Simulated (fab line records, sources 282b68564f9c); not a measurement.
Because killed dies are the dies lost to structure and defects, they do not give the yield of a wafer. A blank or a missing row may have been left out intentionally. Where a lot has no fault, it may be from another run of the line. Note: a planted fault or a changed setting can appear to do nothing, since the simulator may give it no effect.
Which of the tools did it? || flow rit_cmos || 42 wafers from 14 lots sampled at 2 of the route's 202 steps

## WHAT THE GAUGES READ, wafer by wafer
RIT_CONTACT_THK_MEAS_01.
{"lot": "L309", "measured": "day 3 15:28", "on": "film_metro-03", "CONTACT_TEOS_THK (nm)": "397 394 394"}
{"lot": "L311", "measured": "day 3 19:40", "on": "film_metro-03", "CONTACT_TEOS_THK (nm)": "393 396 398"}
{"lot": "L310", "measured": "day 3 21:41", "on": "film_metro-04", "CONTACT_TEOS_THK (nm)": "396 395 389"}
{"lot": "L312", "measured": "day 4 02:30", "on": "film_metro-03", "CONTACT_TEOS_THK (nm)": "406 394 404"}
{"lot": "L313", "measured": "day 4 07:03", "on": "film_metro-04", "CONTACT_TEOS_THK (nm)": "395 388 391"}
{"lot": "L314", "measured": "day 4 12:16", "on": "film_metro-03", "CONTACT_TEOS_THK (nm)": "392 396 395"}
{"lot": "L316", "measured": "day 4 20:20", "on": "film_metro-02", "CONTACT_TEOS_THK (nm)": "391 398 394"}
{"lot": "L319", "measured": "day 5 09:25", "on": "film_metro-03", "CONTACT_TEOS_THK (nm)": "402 397 410"}
{"lot": "L318", "measured": "day 5 11:39", "on": "film_metro-02", "CONTACT_TEOS_THK (nm)": "393 403 400"}
{"lot": "L325", "measured": "day 6 14:32", "on": "film_metro-04", "CONTACT_TEOS_THK (nm)": "346 354 349"}
{"lot": "L328", "measured": "day 7 06:56", "on": "film_metro-04", "CONTACT_TEOS_THK (nm)": "344 346 352"}
{"lot": "L329", "measured": "day 7 10:57", "on": "film_metro-04", "CONTACT_TEOS_THK (nm)": "402 401 401"}
{"lot": "L330", "measured": "day 7 16:48", "on": "film_metro-03", "CONTACT_TEOS_THK (nm)": "403 400 402"}
{"lot": "L332", "measured": "day 8 03:04", "on": "film_metro-02", "CONTACT_TEOS_THK (nm)": "395 400 405"}

## WHAT TOOL EACH LOT RAN ON (gives the tool, then ch and the chambers of the sampled wafers, and finally the start)
{"lot": "L309", "RIT_CONTACT_CVD_00": "pecvd-04 ch 0,2, day 3 15:25"}
{"lot": "L311", "RIT_CONTACT_CVD_00": "pecvd-03 ch 0,1, day 3 19:35"}
{"lot": "L310", "RIT_CONTACT_CVD_00": "pecvd-02 ch 0,1,2, day 3 21:38"}
{"lot": "L312", "RIT_CONTACT_CVD_00": "pecvd-04 ch 0,1,2, day 4 02:27"}
{"lot": "L313", "RIT_CONTACT_CVD_00": "pecvd-03 ch 0,1, day 4 06:59"}
{"lot": "L314", "RIT_CONTACT_CVD_00": "pecvd-02 ch 0,1,2, day 4 12:12"}
{"lot": "L316", "RIT_CONTACT_CVD_00": "pecvd-03 ch 0,2, day 4 20:16"}
{"lot": "L319", "RIT_CONTACT_CVD_00": "pecvd-04 ch 0,1,2, day 5 09:22"}
{"lot": "L318", "RIT_CONTACT_CVD_00": "pecvd-03 ch 0,1,2, day 5 11:36"}
{"lot": "L325", "RIT_CONTACT_CVD_00": "pecvd-03 ch 0,1,2, day 6 14:29"}
{"lot": "L328", "RIT_CONTACT_CVD_00": "pecvd-03 ch 1,2, day 7 06:53"}
{"lot": "L329", "RIT_CONTACT_CVD_00": "pecvd-02 ch 0,1, day 7 10:53"}
{"lot": "L330", "RIT_CONTACT_CVD_00": "pecvd-04 ch 1,2, day 7 16:44"}
{"lot": "L332", "RIT_CONTACT_CVD_00": "pecvd-04 ch 0,1, day 8 03:01"}
- RIT_CONTACT_CVD_00: deposits SiO2 from TEOS, target thk 400 nm, time 61 s.

## WHAT THE TOOLS THEMSELVES READ (means of the sampled wafers that have a number; where no wafer has one, the mark that the record gives instead)
RIT_CONTACT_CVD_00.
{"lot": "L309", "tool": "pecvd-04", "heater_power_w (W)": 349}
{"lot": "L311", "tool": "pecvd-03", "heater_power_w (W)": 274}
{"lot": "L310", "tool": "pecvd-02", "heater_power_w (W)": 313}
{"lot": "L312", "tool": "pecvd-04", "heater_power_w (W)": 356}
{"lot": "L313", "tool": "pecvd-03", "heater_power_w (W)": 257}
{"lot": "L314", "tool": "pecvd-02", "heater_power_w (W)": 308}
{"lot": "L316", "tool": "pecvd-03", "heater_power_w (W)": 320}
{"lot": "L319", "tool": "pecvd-04", "heater_power_w (W)": 342}
{"lot": "L318", "tool": "pecvd-03", "heater_power_w (W)": 257}
{"lot": "L325", "tool": "pecvd-03", "heater_power_w (W)": 258}
{"lot": "L328", "tool": "pecvd-03", "heater_power_w (W)": 226}
{"lot": "L329", "tool": "pecvd-02", "heater_power_w (W)": 289}
{"lot": "L330", "tool": "pecvd-04", "heater_power_w (W)": 299}
{"lot": "L332", "tool": "pecvd-04", "heater_power_w (W)": 294}

## THE ANSWER, worked out from the rows above alone
Rule: usual is defined by the lots themselves. The widest of any qualifying gaps counts: lots, ordered by their means at a reading, are off when they make up no more than a third of the lots, leave a main group of 4 or more, and stand apart from it by 3 or more times the standard deviation of that group's means. Not used: any main group whose means are identical at the precision the tables above print for the reading. Also off: a lot with no number at a reading for which 4 or more lots have one. Any other lot the step has rows for is counted as sound. Order of review: gauges by route order, followed by the tools' own readings, for which a lot's mean as printed above is used. At the first step where some lot is off, the reading lying furthest off is the one used; lots without a number count as furthest.
Off: at RIT_CONTACT_THK_MEAS_01 (CONTACT_TEOS_THK), L325, L328. The main group has a mean of 398 nm with a standard deviation of 3.8.
A tool fits if, at a process step before that reading, it ran every lot that is off, and no sound lot after the first of them. The gauges at RIT_CONTACT_THK_MEAS_01 are tried like those tools. One fits: pecvd-03 at RIT_CONTACT_CVD_00. A fault onset in the window from L318 (day 5 11:36, its last sound lot) to L325 (day 6 14:29, its first lot off) fits.

## WHAT THE SIMULATOR HAD INSERTED
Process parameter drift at RIT_CONTACT_CVD_00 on pecvd-03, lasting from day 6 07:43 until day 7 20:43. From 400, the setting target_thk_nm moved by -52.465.
Struck lots among those shown: L325, L328. The rule above found the same.
